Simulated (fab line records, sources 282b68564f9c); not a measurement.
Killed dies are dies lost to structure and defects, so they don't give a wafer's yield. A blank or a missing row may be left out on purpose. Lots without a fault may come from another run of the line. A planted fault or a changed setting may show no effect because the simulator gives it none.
fab line records | flow rit_cmos
record lots=14 wafers=42 last_day=7
route steps=202 shown NLDD@110 M1@202
lots that met no fault: from a run of the same line without faults
start_h: hours from the record's first day to the start of the lot's first wafer shown | wait_h: hours since the lot's step before | " the same as in the row above | L1.1+2: a row that stands for several wafers | - no value, or no start given | * or withheld: withheld | < > ~ a bound
route shown NAME@n: a module of which the file shows steps, and the number in the route of the first | usual: mean/standard deviation of fault-free wafers | same: alike in all rows | chamber/n: place in a boat | sites: the reading at each site | _std_site: their standard deviation | _edge_site: outer sites' mean less inner sites' | radius_mm: how far each site lies from the wafer's centre | mask NAME#n: copy n | behind: the tool/chamber that last shaped the wafer | hold: why the lot was held/for how many hours/how that ended | device: the transistor (n, p or np) that didn't switch | end of line: the same wafers' tests at the end of the route | a step without rows: its recipe alone | killed: dies lost to structure and defects at the first sort, not the wafer's yield | map: a wafer's dies, x killed, . not, _ none there
set.NAME: the setting as run; set.NAME@STEP: as run at that earlier step | model.NAME: the simulator's own value behind a step, which no gauge read
steps of the route over a sample of lots; a table a step, a row a wafer
## steps
# step RIT_NLDD_HARDBAKE_07
# recipe resist=NOVOLAK temp_c=140 time_s=60
# usual exhaust_pa=44.7/0.88 heater_power_total_W=62.55/0.051 plate_temp_C=139.97/0.13
# columns lot.wafer tool chamber start_h wait_h exhaust_pa heater_power_total_W plate_temp_C
L920.2 litho_track-03 0 50.57 0.0 44.2 62.59 140.16
L920.4 " 0 " " 45.2 62.58 139.99
L920.6 " 0 " " 45.0 62.59 140.04
L921.1 litho_track-03 0 51.70 0.0 43.8 62.54 139.87
L921.2 " 0 " " 46.1 62.56 139.96
L921.3 " 0 " " 44.8 62.52 139.82
L922.2 litho_track-03 0 56.67 0.0 44.1 67.63 148.80
L922.4 " 0 " " 44.2 67.72 148.83
L922.5 " 0 " " 44.5 67.73 148.76
L925.4 litho_track-03 0 68.47 0.1 44.6 67.55 148.52
L925.5 " 0 " " 44.1 67.68 148.71
L925.6 " 0 " " 44.7 67.70 148.81
L926.2 litho_track-02 0 72.33 0.0 44.4 62.50 139.88
L926.3 " 0 " " 44.7 62.54 140.08
L926.6 " 0 " " 45.1 62.60 140.17
L933.2 litho_track-02 0 105.80 0.0 44.9 62.47 140.02
L933.3 " 0 " " 44.7 62.45 139.80
L933.6 " 0 " " 45.2 62.58 139.86
L934.2 litho_track-02 0 110.62 0.0 44.3 62.53 139.79
L934.4 " 0 " " 45.6 62.61 139.96
L934.5 " 0 " " 44.2 62.55 139.89
L936.3 litho_track-01 0 121.81 0.4 45.4 62.51 140.08
L936.4 " 0 " " 44.7 62.63 139.81
L936.6 " 0 " " 44.5 62.57 139.94
L937.3 litho_track-01 0 125.76 0.1 45.4 62.59 140.03
L937.5 " 0 " " 44.5 62.61 140.20
L937.6 " 0 " " 44.5 62.53 139.98
L938.1 litho_track-02 0 131.58 0.0 43.3 62.46 140.02
L938.3 " 0 " " 44.7 62.58 139.85
L938.4 " 0 " " 45.0 62.55 139.75
L940.1 litho_track-01 0 140.73 0.0 44.4 62.59 139.74
L940.3 " 0 " " 44.4 62.52 139.83
L940.4 " 0 " " 44.7 62.48 139.93
L941.1 litho_track-01 0 147.13 0.0 46.6 62.60 140.14
L941.3 " 0 " " 46.6 62.49 139.97
L941.4 " 0 " " 44.3 62.60 139.90
L942.1 litho_track-01 0 151.08 0.0 44.5 62.59 140.18
L942.3 " 0 " " 44.1 62.50 139.69
L942.5 " 0 " " 45.3 62.53 140.10
L943.1 litho_track-02 0 156.69 0.0 44.3 62.58 139.84
L943.2 " 0 " " 44.5 62.54 139.81
L943.4 " 0 " " 43.0 62.61 139.96
# step RIT_M1_PROBE_99
# usual killed_at_contacts=0.0/0.22 killed_at_front_end=7/3.2 killed_dies=7/3.2 killed_on_rim=1.7/1.3 killed_open=3.2/2.1 killed_short=3.5/2.2
# same gross_dies=264 killed_at_M0_to_M3=0 killed_at_M4_up=0 killed_at_back_side=0 killed_at_other=0
# columns lot.wafer tool chamber start_h wait_h killed_at_contacts killed_at_front_end killed_dies killed_on_rim killed_open killed_short
L920.2 prober-02 - 66.19 0.1 0 12 12 4 10 2
L920.4 prober-02 - 66.29 0.2 0 8 8 1 4 4
L920.6 prober-02 - 66.39 0.2 0 10 10 3 4 6
L921.1 prober-01 - 68.67 0.1 0 10 10 5 8 2
L921.3 prober-01 - 68.77 0.2 0 5 5 0 4 1
L922.2 prober-02 - 72.37 0.1 0 7 7 2 3 4
L922.4 prober-02 - 72.47 0.2 0 4 4 0 2 2
L922.5 prober-02 - 72.52 0.2 0 7 7 3 1 6
L925.4 prober-01 - 85.10 0.2 0 4 4 2 3 1
L925.5 prober-01 - 85.15 0.2 0 7 7 0 2 5
L925.6 prober-01 - 85.20 0.2 0 5 5 0 2 3
L926.2 prober-02 - 87.74 0.1 0 7 7 1 3 4
L926.3 prober-02 - 87.79 0.2 0 4 4 0 1 3
L926.6 prober-02 - 87.94 0.2 0 7 7 2 3 4
L933.2 prober-01 - 121.62 0.1 0 5 5 2 4 1
L933.3 prober-01 - 121.67 0.2 0 6 6 2 2 4
L933.6 prober-01 - 121.82 0.2 0 10 10 4 4 6
L934.2 prober-02 - 128.13 0.1 0 14 14 3 9 5
L934.4 prober-02 - 128.23 0.2 0 6 6 2 5 1
L934.5 prober-02 - 128.28 0.2 1 11 12 3 6 6
L936.3 prober-02 - 137.13 0.2 0 3 3 1 2 1
L936.4 prober-02 - 137.18 0.2 0 6 6 4 1 4
L936.6 prober-02 - 137.28 0.2 0 9 9 4 4 5
L937.3 prober-01 - 141.32 0.2 0 5 5 3 4 1
L937.5 prober-01 - 141.42 0.2 1 7 8 2 4 4
L937.6 prober-01 - 141.47 0.2 0 9 9 3 1 8
L938.1 prober-02 - 146.73 0.1 0 2 2 0 0 2
L938.3 prober-02 - 146.83 0.2 1 2 3 1 1 2
L938.4 prober-02 - 146.88 0.2 0 6 6 0 2 4
L940.1 prober-02 - 156.74 0.1 0 10 10 2 7 3
L940.3 prober-02 - 156.84 0.2 0 4 4 0 1 3
L940.4 prober-02 - 156.89 0.2 0 4 4 1 3 1
L941.1 prober-01 - 162.40 0.1 0 5 5 0 3 2
L941.3 prober-01 - 162.50 0.2 0 6 6 1 4 2
L941.4 prober-01 - 162.55 0.2 0 3 3 1 2 1
L942.1 prober-02 - 166.81 0.1 0 1 1 0 1 0
L942.3 prober-02 - 166.91 0.2 0 10 10 2 8 2
L942.5 prober-02 - 167.01 0.2 0 2 2 0 0 2
L943.2 prober-01 - 173.65 0.1 0 13 13 4 3 10
L943.4 prober-01 - 173.75 0.2 0 9 9 2 5 3
# killed by level:class
L920.2 GATE:geometric_particle:open=3 REOX:geometric_particle:open=2 SPACER:geometric_particle:open=2 SILICIDE:geometric_particle:short=2 SILICIDE:geometric_particle:open=2 FOX1:geometric_particle:open=1
L920.4 GATE:geometric_particle:short=3 GATE:geometric_particle:open=3 FOX1:geometric_particle:short=1 SPACER:geometric_particle:open=1
L920.6 GATE:geometric_particle:open=4 GATE:geometric_particle:short=4 FOX1:geometric_particle:short=1 REOX:geometric_particle:short=1
L921.1 GATE:geometric_particle:open=5 SPACER:geometric_particle:open=2 GATE:geometric_particle:short=1 SPACER:geometric_particle:short=1 SILICIDE:geometric_particle:open=1
L921.3 GATE:geometric_particle:open=2 FOX2:geometric_particle:open=1 GATE:geometric_particle:short=1 REOX:geometric_particle:open=1
L922.2 GATE:geometric_particle:open=2 GATE:geometric_particle:short=2 FOX1:geometric_particle:short=1 SILICIDE:geometric_particle:short=1 SILICIDE:geometric_particle:open=1
L922.4 FOX1:geometric_particle:open=1 GATE:geometric_particle:short=1 SPACER:geometric_particle:open=1 SILICIDE:geometric_particle:short=1
L922.5 FOX2:geometric_particle:short=3 GATE:geometric_particle:short=2 GATE:geometric_particle:open=1 SILICIDE:geometric_particle:short=1
L925.4 GATE:geometric_particle:open=2 REOX:geometric_particle:open=1 SILICIDE:geometric_particle:short=1
L925.5 FOX1:geometric_particle:short=2 REOX:geometric_particle:short=2 FOX1:geometric_particle:open=1 FOX2:geometric_particle:short=1 GATE:geometric_particle:open=1
L925.6 GATE:geometric_particle:short=2 FOX2:geometric_particle:short=1 GATE:geometric_particle:open=1 REOX:geometric_particle:open=1
L926.2 GATE:geometric_particle:open=2 GATE:geometric_particle:short=2 REOX:geometric_particle:short=1 SILICIDE:geometric_particle:open=1 SILICIDE:geometric_particle:short=1
L926.3 FOX1:geometric_particle:open=1 GATE:geometric_particle:short=1 REOX:geometric_particle:short=1 SILICIDE:geometric_particle:short=1
L926.6 FOX1:geometric_particle:short=1 FOX2:geometric_particle:open=1 GATE:geometric_particle:short=1 GATE:geometric_particle:open=1 REOX:geometric_particle:short=1 SPACER:geometric_particle:short=1 SILICIDE:geometric_particle:open=1
L933.2 FOX1:geometric_particle:open=1 FOX2:geometric_particle:open=1 REOX:geometric_particle:open=1 SPACER:geometric_particle:open=1 SPACER:geometric_particle:short=1
L933.3 FOX1:geometric_particle:short=1 FOX2:geometric_particle:short=1 GATE:geometric_particle:open=1 REOX:geometric_particle:short=1 REOX:geometric_particle:open=1 SILICIDE:geometric_particle:short=1
L933.6 GATE:geometric_particle:short=2 SPACER:geometric_particle:open=2 SILICIDE:geometric_particle:short=2 FOX1:geometric_particle:open=1 FOX1:geometric_particle:short=1 FOX2:geometric_particle:short=1 SILICIDE:geometric_particle:open=1
L934.2 GATE:geometric_particle:open=4 REOX:geometric_particle:short=2 SPACER:geometric_particle:short=2 SILICIDE:geometric_particle:open=2 ACTIVE:geometric_particle:open=1 GATE:geometric_particle:short=1 FOX2:geometric_particle:open=1 REOX:geometric_particle:open=1
L934.4 FOX1:geometric_particle:open=1 FOX2:geometric_particle:open=1 GATE:geometric_particle:open=1 REOX:geometric_particle:open=1 REOX:geometric_particle:short=1 SILICIDE:geometric_particle:open=1
L934.5 GATE:geometric_particle:short=3 REOX:geometric_particle:open=2 FOX1:geometric_particle:open=1 FOX2:geometric_particle:open=1 GATE:geometric_particle:open=1 REOX:geometric_particle:short=1 SILICIDE:geometric_particle:short=1 SILICIDE:geometric_particle:open=1
L936.3 SPACER:geometric_particle:open=2 SPACER:geometric_particle:short=1
L936.4 GATE:geometric_particle:short=3 GATE:geometric_particle:open=1 SPACER:geometric_particle:short=1 NSD:coat_microbubble_printed=1
L936.6 GATE:geometric_particle:open=3 GATE:geometric_particle:short=3 REOX:geometric_particle:open=1 REOX:geometric_particle:short=1 SPACER:geometric_particle:short=1
L937.3 FOX1:geometric_particle:open=1 FOX2:geometric_particle:open=1 GATE:geometric_particle:open=1 REOX:geometric_particle:open=1 REOX:geometric_particle:short=1
L937.5 GATE:geometric_particle:open=2 GATE:geometric_particle:short=2 FOX2:geometric_particle:open=1 SPACER:geometric_particle:short=1 SILICIDE:geometric_particle:short=1 CONTACT:geometric_particle:open=1
L937.6 SILICIDE:geometric_particle:short=4 FOX1:geometric_particle:short=2 GATE:geometric_particle:open=1 REOX:geometric_particle:short=1 SPACER:geometric_particle:short=1
L938.1 FOX1:geometric_particle:short=1 GATE:geometric_particle:short=1
L938.3 FOX1:geometric_particle:short=1 SILICIDE:geometric_particle:short=1 CONTACT:geometric_particle:open=1
L938.4 GATE:geometric_particle:short=4 GATE:geometric_particle:open=1 SPACER:geometric_particle:open=1
L940.1 GATE:geometric_particle:open=3 GATE:geometric_particle:short=2 SPACER:geometric_particle:open=2 FOX1:geometric_particle:open=1 FOX2:geometric_particle:open=1 SPACER:geometric_particle:short=1
L940.3 FOX1:geometric_particle:short=1 GATE:geometric_particle:short=1 SPACER:geometric_particle:short=1 SPACER:geometric_particle:open=1
L940.4 FOX1:geometric_particle:open=2 GATE:geometric_particle:open=1 SPACER:geometric_particle:short=1
L941.1 GATE:geometric_particle:short=2 FOX1:geometric_particle:open=1 FOX2:geometric_particle:open=1 GATE:geometric_particle:open=1
L941.3 FOX2:geometric_particle:open=2 GATE:geometric_particle:open=1 SPACER:geometric_particle:short=1 SPACER:geometric_particle:open=1 SILICIDE:geometric_particle:short=1
L941.4 FOX2:geometric_particle:open=2 SPACER:geometric_particle:short=1
L942.1 GATE:geometric_particle:open=1
L942.3 GATE:geometric_particle:open=5 SILICIDE:geometric_particle:open=2 FOX1:geometric_particle:short=1 GATE:geometric_particle:short=1 SPACER:geometric_particle:open=1
L942.5 GATE:geometric_particle:short=1 SILICIDE:geometric_particle:short=1
L943.2 GATE:geometric_particle:short=7 GATE:geometric_particle:open=2 FOX1:geometric_particle:short=1 REOX:geometric_particle:short=1 SPACER:geometric_particle:open=1 SILICIDE:geometric_particle:short=1
L943.4 GATE:geometric_particle:open=5 GATE:geometric_particle:short=2 REOX:geometric_particle:short=1 ACTIVE:coat_microbubble_printed=1
## key
first_sign step=RIT_NLDD_HARDBAKE_07 reading=heater_power_total_W direction=up sigmas=99+ usual=62.55 struck=67.67
effect step=RIT_NLDD_HARDBAKE_07 reading=plate_temp_C direction=up sigmas=69 usual=* struck=*
met_at RIT_NLDD_HARDBAKE_07
struck_lots L922,L925
tester_left_out L922,L925
onset_between 51.70 56.67
fault kind=process_parameter_drift tool=litho_track-03 chamber=- onset_h=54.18 steps=RIT_NLDD_HARDBAKE_07 channel=temp_c offset=* shape=step end_h=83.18 acts_in=* stated=*
# tester_left_out: of these lots the tester's yield and bins aren't shown, on N5 and GAA mostly nor the transistor test; their killed dies are dies lost to structure and defects alone, not to doping, threshold or leakage, so they don't give the yield
